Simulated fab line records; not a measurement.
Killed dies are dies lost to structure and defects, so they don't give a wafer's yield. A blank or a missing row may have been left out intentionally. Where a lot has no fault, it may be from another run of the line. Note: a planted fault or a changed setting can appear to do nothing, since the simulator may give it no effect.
Struck lot and sound lot, side by side | flow berkeley-cmos170 | 17 out of 331 route steps
Sound: wafers L524.1, L524.2, L524.3. Wafers struck: L518.1, L518.3, L518.4. The cause is given at the end.
At each step with rows: each side's tool, then ch and its chambers, then its first start. Under that, the readings that differ: sound wafers | struck wafers | difference of the means | sigmas: that difference in standard deviations of wafers without a fault.
alike: words and numbers the same on both sides, and readings whose means are apart by under 2 such deviations; not compared: readings that were withheld, readings missing a value for some wafer, numbers with overlapping values and no deviation given by the record, and bounds like >300 which may hide the same value.
A row with sigmas, a row that says differs or no value, or rows on one side alone: a step with any of these is where the two part. Numbers that don't overlap but have no deviation are shown without sigmas and don't part them. A reading that every wafer of one side lacks parts them only if that side has two wafers or more.

UCB170_NWELL_THK_MEAS_02:
  sound on film-metro-01, day 6 03:29; struck on film-metro-03, day 4 19:18
  alike: NWELL_OXIDE_THK
then, 2 steps without rows for these wafers: UCB170_NWELL_ANNEAL_03 (time 900 s); UCB170_NWELL_CVD_04 (deposits Si3N4 from SiH2Cl2/NH3, target thk 224 nm, time 3360 s).
UCB170_NWELL_THK_MEAS_05:
  sound on film-metro-01, day 6 09:42; struck on film-metro-04, day 5 01:40
  alike: NWELL_NITRIDE_THK
then, 6 steps without rows for these wafers: UCB170_NWELL_HMDS_06 (prime time 60 s); UCB170_NWELL_COAT_07 (resist thk 900 nm); UCB170_NWELL_SOFTBAKE_08 (time 60 s); UCB170_NWELL_EXPOSE_09 (exposes mask NWELL, target cd 3000 nm); UCB170_NWELL_PEB_10; UCB170_NWELL_DEVELOP_11 (develop time 45 s).
UCB170_NWELL_OVL_MEAS_12:
  sound on overlay-01, day 6 11:26; struck on overlay-02, day 5 03:48
  alike: NWELL_OVL
UCB170_NWELL_ETCH_13: etches Si3N4 in CH3F/Ar/O2, stops on SiO2, target depth 246.4 nm, time 154 s.
  sound on rie-diel-02 ch 1,2,3, day 6 11:28; struck on rie-diel-04 ch 0,1,3, day 5 03:50
  alike: drypump-motor-current-A, oes-product-au, throttle-valve-pct
  not compared: rf-hours-counter-h
UCB170_NWELL_IMPLANT_14:
  sound on implanter-02 ch 0, day 6 11:34; struck on implanter-01 ch 0, day 5 04:15
UCB170_NWELL_STRIP_15: strips in O2.
  sound on plasma-asher-03 ch 0,1, day 6 11:43; struck on plasma-asher-01 ch 0,1, day 5 04:24
  alike: drypump-motor-current-A, oes-product-au, strip-time-to-endpoint-s
  not compared: rf-hours-counter-h
UCB170_NWELL_TW_MEAS_16:
  sound on film-metro-03, day 6 11:49; struck on film-metro-03, day 5 04:30
  reading  | sound          | struck         | difference | sigmas
  NWELL_TW | 1244 1241 1245 | 1552 1562 1559 | +314       | +31
then, 1 step without rows for these wafers: UCB170_NWELL_CLEAN_17 (cleans in SPM, time 600 s).
-- the record jumps here: 6 days lie between the struck wafers' starts before and after (it left off in module NWELL and takes up again in module M3, whose first step shown is number 331 of the route) --
UCB170_M3_PROBE_99:
  only the struck wafers here have rows in the record (prober-02, day 11 07:33); the sound ones have none

## WHERE THEY PART
First at UCB170_NWELL_TW_MEAS_16; last, within this record, at UCB170_M3_PROBE_99.

WHY: what the simulator had put in
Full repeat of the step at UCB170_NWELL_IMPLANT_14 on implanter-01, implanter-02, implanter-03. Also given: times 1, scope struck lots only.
